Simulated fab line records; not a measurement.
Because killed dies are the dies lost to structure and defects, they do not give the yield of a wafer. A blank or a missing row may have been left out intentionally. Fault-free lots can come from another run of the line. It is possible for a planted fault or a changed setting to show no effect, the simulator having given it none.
Which tool is to blame?	flow berkeleyCmos170	Sampling: 11 lots, 33 wafers, 5 of 331 route steps

WHAT THE GAUGES SHOWED, per wafer
UCB170_M1_OVL_MEAS_10. Usual: M1_OVL 1 nm, standard deviation 5.6.
lot	measured	on	M1_OVL (nm)	flag
L297	day 7 15:05	overlay-01	6 12 5	
L298	day 7 22:08	overlay-01	9 2 4	
L300	day 8 00:02	overlay-01	11 3 10	
L304	day 9 03:31	overlay-01	1 -1 0	
L303	day 9 04:44	overlay-01	4 -1 2	
L309	day 10 00:22	overlay-01	-9 -1 -8	
L313	day 11 06:10	overlay-01	8 13 7	
L311	day 11 06:28	overlay-02	1 -4 -5	
L319	day 11 15:55	overlay-02	-9 -8 -6	
L318	day 11 16:05	overlay-01	-6 -4 -6	
L320	day 12 12:17	overlay-01	-2 -7 -6	

UCB170_M2_RS_MEAS_02: measurement is done with a four-point probe. Usual: M2_AL_RS 0.03212 ohm/sq, standard deviation 0.00028.
lot	measured	on	M2_AL_RS (ohm/sq)	flag
L297	day 7 22:31	filmMetro-04	0.03165 0.03226 0.0323	
L298	day 8 06:28	filmMetro-03	0.0317 0.03189 0.03187	
L300	day 8 07:53	filmMetro-04	0.032 0.03213 0.03201	
L304	day 9 13:46	filmMetro-03	0.03233 0.03209 0.03221	
L303	day 9 14:37	filmMetro-03	0.03253 0.03245 0.02914 0.0325 0.03244 0.02917	
L309	day 10 09:31	filmMetro-03	0.03232 0.03217 0.03249	
L313	day 11 11:55	filmMetro-03	0.03225 0.03218 0.03237	
L311	day 11 11:37	filmMetro-04	0.0319 0.03192 0.03199	
L319	day 12 00:34	filmMetro-02	0.03165 0.03183 0.03184	
L318	day 12 00:19	filmMetro-04	0.03233 0.03239 0.03223	
L320	day 12 19:56	filmMetro-04	0.03197 0.03183 0.03191	

UCB170_M2_THK_MEAS_03: measures by xrf. Usual: M2_AL_THK 909 nm, standard deviation 8.6.
lot	measured	on	M2_AL_THK (nm)	flag
L297	day 7 22:38	filmMetro-04	921 911 905	
L298	day 8 06:34	filmMetro-03	925 919 923	
L300	day 8 08:00	filmMetro-04	910 913 917	
L304	day 9 13:53	filmMetro-03	903 911 900	
L303	day 9 18:19	filmMetro-03	896 897 1003 892 899 995	
L309	day 10 09:37	filmMetro-03	900 910 898	
L313	day 11 12:01	filmMetro-03	902 897 897	
L311	day 11 11:44	filmMetro-04	915 909 910	
L319	day 12 00:40	filmMetro-02	927 919 922	
L318	day 12 00:24	filmMetro-04	903 901 906	
L320	day 12 20:04	filmMetro-04	911 921 922	

WHAT TOOL EACH LOT RAN ON (gives the tool, then ch and the chambers of the sampled wafers, and finally the start)
lot	UCB170_CONTACT_STRIP_19	UCB170_M2_SPUTTER_01
L297	plasmaAsher-03 ch 0,1, day 7 12:48	pvdSputter-01, day 7 22:26
L298	plasmaAsher-03 ch 0,1, day 7 20:25	pvdSputter-04, day 8 06:21
L300	plasmaAsher-03 ch 1, day 7 22:13	pvdSputter-01, day 8 07:47
L304	plasmaAsher-03 ch 0,1, day 9 01:55	pvdSputter-02, day 9 13:41
L303	plasmaAsher-01 ch 0,1, day 9 03:02	pvdSputter-01, day 9 14:29
L309	plasmaAsher-03 ch 0,1, day 9 20:46	pvdSputter-04, day 10 09:25
L313	plasmaAsher-01 ch 0,1, day 11 04:19	pvdSputter-04, day 11 11:47
L311	plasmaAsher-03 ch 0,1, day 11 04:38	pvdSputter-02, day 11 11:31
L319	plasmaAsher-03 ch 0,1, day 11 12:14	pvdSputter-02, day 12 00:26
L318	plasmaAsher-03 ch 0,1, day 11 12:30	pvdSputter-04, day 12 00:10
L320	plasmaAsher-02 ch 0,1, day 12 09:56	pvdSputter-01, day 12 19:52
- UCB170_CONTACT_STRIP_19: strips in O2.
- UCB170_M2_SPUTTER_01: material Al, target thk 900 nm, time 120 s.

AS READ BY THE TOOLS THEMSELVES (means over the sampled wafers that have a number; for cases with no such wafer, the mark the record gives instead)
UCB170_CONTACT_STRIP_19. Usual: drypumpMotorCurrentA 5.4 A, standard deviation 0.49; oesProductAu 0.725 a.u., standard deviation 0.0042.
lot	tool	drypumpMotorCurrentA (A)	oesProductAu (a.u.)	flag
L297	plasmaAsher-03	5.2	0.728	
L298	plasmaAsher-03	5.2	0.721	
L300	plasmaAsher-03	5.1	0.724	
L304	plasmaAsher-03	5.2	0.723	
L303	plasmaAsher-01	5.9	0.729	
L309	plasmaAsher-03	5.2	0.724	
L313	plasmaAsher-01	6.0	0.723	
L311	plasmaAsher-03	5.2	0.726	
L319	plasmaAsher-03	5.2	0.726	
L318	plasmaAsher-03	5.2	0.728	
L320	plasmaAsher-02	5.0	0.724	

UCB170_M2_SPUTTER_01. Usual: cathodeDcPowerW 6000.0 W, standard deviation 1.1; throttleValvePct 30.7 %, standard deviation 1.1.
lot	tool	cathodeDcPowerW (W)	throttleValvePct (%)	flag
L297	pvdSputter-01	5999.9	30.3	
L298	pvdSputter-04	5999.7	30.5	
L300	pvdSputter-01	6001.3	31.9	
L304	pvdSputter-02	6000.6	29.4	
L303	pvdSputter-01	6206.9	31.5	OFF
L309	pvdSputter-04	6000.5	30.2	
L313	pvdSputter-04	6000.5	29.5	
L311	pvdSputter-02	6000.1	30.5	
L319	pvdSputter-02	6000.5	30.5	
L318	pvdSputter-04	5999.2	29.7	
L320	pvdSputter-01	5999.9	31.1	

THE ANSWER, worked out from the rows above alone
Rule: a lot counts as off when the mean over its wafers that have a number is more than 3 standard deviations away from the usual mean. Also off: a lot with no number at a reading for which 4 or more lots have one. Any other lot the step has rows for is counted as sound. After the gauges, taken in route order, come the tools' own readings; for these a lot's mean is taken, as printed above. At the first step where some lot is off, the reading lying furthest off is the one used; lots without a number count as furthest.
Off: L303 (UCB170_M2_SPUTTER_01, cathodeDcPowerW).
A tool fits if, at that step or a process step before it, it ran every lot that is off, and no sound lot after the first of them. Of those tried, none fits.

WHAT THE SIMULATOR HAD INSERTED
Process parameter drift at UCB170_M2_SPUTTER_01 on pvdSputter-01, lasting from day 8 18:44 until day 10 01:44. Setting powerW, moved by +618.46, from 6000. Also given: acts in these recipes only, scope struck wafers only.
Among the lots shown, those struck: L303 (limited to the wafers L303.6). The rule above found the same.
